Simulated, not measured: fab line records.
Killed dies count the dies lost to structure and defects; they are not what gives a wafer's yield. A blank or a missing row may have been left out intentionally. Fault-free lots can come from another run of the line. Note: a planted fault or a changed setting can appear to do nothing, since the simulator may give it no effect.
Which tool is to blame? | flow rit-cmos | 14 lots, 42 wafers sampled, at 2 steps of a route of 202

## WHAT THE GAUGES READ, wafer by wafer
RIT_CONTACT_THK_MEAS_01. Usual: CONTACT_TEOS_THK 401 nm, standard deviation 4.9.
lot  | measured    | on            | CONTACT_TEOS_THK (nm) | flag
L369 | day 3 10:58 | film-metro-03 | 388 398 399           |
L370 | day 3 17:08 | film-metro-04 | 395 396 402           |
L371 | day 3 23:05 | film-metro-01 | 394 399 405           |
L373 | day 4 14:32 | film-metro-04 | 398 402 406           |
L374 | day 4 19:37 | film-metro-04 | 399 401 399           |
L375 | day 4 22:29 | film-metro-03 | 395 399 399           |
L376 | day 5 02:25 | film-metro-01 | 391 398 396           |
L377 | day 5 04:01 | film-metro-01 | 396 400 406           |
L380 | day 5 19:55 | film-metro-03 | 399 405 409           |
L384 | day 6 12:16 | film-metro-04 | 439 445 445           | OFF
L387 | day 7 06:17 | film-metro-01 | 439 443 445           | OFF
L389 | day 7 09:42 | film-metro-03 | 409 407 407           |
L391 | day 7 23:20 | film-metro-01 | 399 397 401           |
L392 | day 8 05:08 | film-metro-04 | 406 404 411           |

## TOOL THAT RAN EACH LOT (tool first, then ch and the chambers of the sampled wafers, then the start)
lot  | RIT_CONTACT_CVD_00
L369 | pecvd-03 ch 0,1,2, day 3 10:55
L370 | pecvd-04 ch 0,1, day 3 17:04
L371 | pecvd-01 ch 0,1, day 3 23:01
L373 | pecvd-04 ch 0,2, day 4 14:29
L374 | pecvd-01 ch 1,2, day 4 19:33
L375 | pecvd-03 ch 0,1,2, day 4 22:26
L376 | pecvd-04 ch 0,1,2, day 5 02:22
L377 | pecvd-01 ch 0,2, day 5 03:58
L380 | pecvd-01 ch 0,1, day 5 19:52
L384 | pecvd-03 ch 0,1, day 6 12:11
L387 | pecvd-03 ch 0,1,2, day 7 06:14
L389 | pecvd-01 ch 0,1,2, day 7 09:38
L391 | pecvd-04 ch 0,2, day 7 23:17
L392 | pecvd-01 ch 0,1, day 8 05:05
- RIT_CONTACT_CVD_00: deposits SiO2 from TEOS, target thk 400 nm, time 61 s.

## WHAT THE TOOLS THEMSELVES READ (means of the sampled wafers that have a number; where no wafer has one, the mark that the record gives instead)
RIT_CONTACT_CVD_00. Usual: heater-power-w 331 W, standard deviation 80; rf-fwd-power-W 396.8 W, standard deviation 1.3.
lot  | tool     | heater-power-w (W) | rf-fwd-power-W (W) | flag
L369 | pecvd-03 | 374                | 396.8              |
L370 | pecvd-04 | 334                | 396.1              |
L371 | pecvd-01 | 295                | 398.0              |
L373 | pecvd-04 | 277                | 396.2              |
L374 | pecvd-01 | 326                | 397.9              |
L375 | pecvd-03 | 358                | 396.4              |
L376 | pecvd-04 | 312                | 398.2              |
L377 | pecvd-01 | 385                | 397.6              |
L380 | pecvd-01 | 340                | 397.9              |
L384 | pecvd-03 | 329                | 557.0              | OFF
L387 | pecvd-03 | 332                | 556.0              | OFF
L389 | pecvd-01 | 350                | 397.9              |
L391 | pecvd-04 | 241                | 396.0              |
L392 | pecvd-01 | 320                | 397.6              |

## THE ANSWER, worked out from the rows above alone
Rule: lot off if the mean of its wafers having a number is beyond 3 standard deviations from the usual mean. Also off: a lot with no number at a reading for which 4 or more lots have one. Any other lot the step has rows for is counted as sound. First the gauges in route order, then the tools' own readings, where a lot's mean is used as printed above. The first step at which some lot is off is used, and at that step the reading that is off furthest; a lot without a number counts as furthest.
Off: at RIT_CONTACT_THK_MEAS_01 (CONTACT_TEOS_THK), L384, L387.
If a tool, at a process step before that reading, ran all the lots that are off and no sound lot after the first of them, it fits. Not tried: the gauges at RIT_CONTACT_THK_MEAS_01; whatever is off there is also off at RIT_CONTACT_CVD_00, on other tools, and gauge error can't account for it. One candidate fits, namely pecvd-03 at RIT_CONTACT_CVD_00. A fault onset in the window from L375 (day 4 22:26, its last sound lot) to L384 (day 6 12:11, its first lot off) fits.
On the lots that are off, the tool's own readings at RIT_CONTACT_CVD_00 differ by more than 5 times the standard deviation of the sound lots' means, which bears it out; rf-fwd-power-W reads 556.5 W there versus 397.2 W on the sound lots.

## WHAT THE SIMULATOR PUT IN
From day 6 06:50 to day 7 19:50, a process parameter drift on pecvd-03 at RIT_CONTACT_CVD_00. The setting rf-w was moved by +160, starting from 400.
Lots struck among those shown: L384, L387. This agrees with what the rule above found.
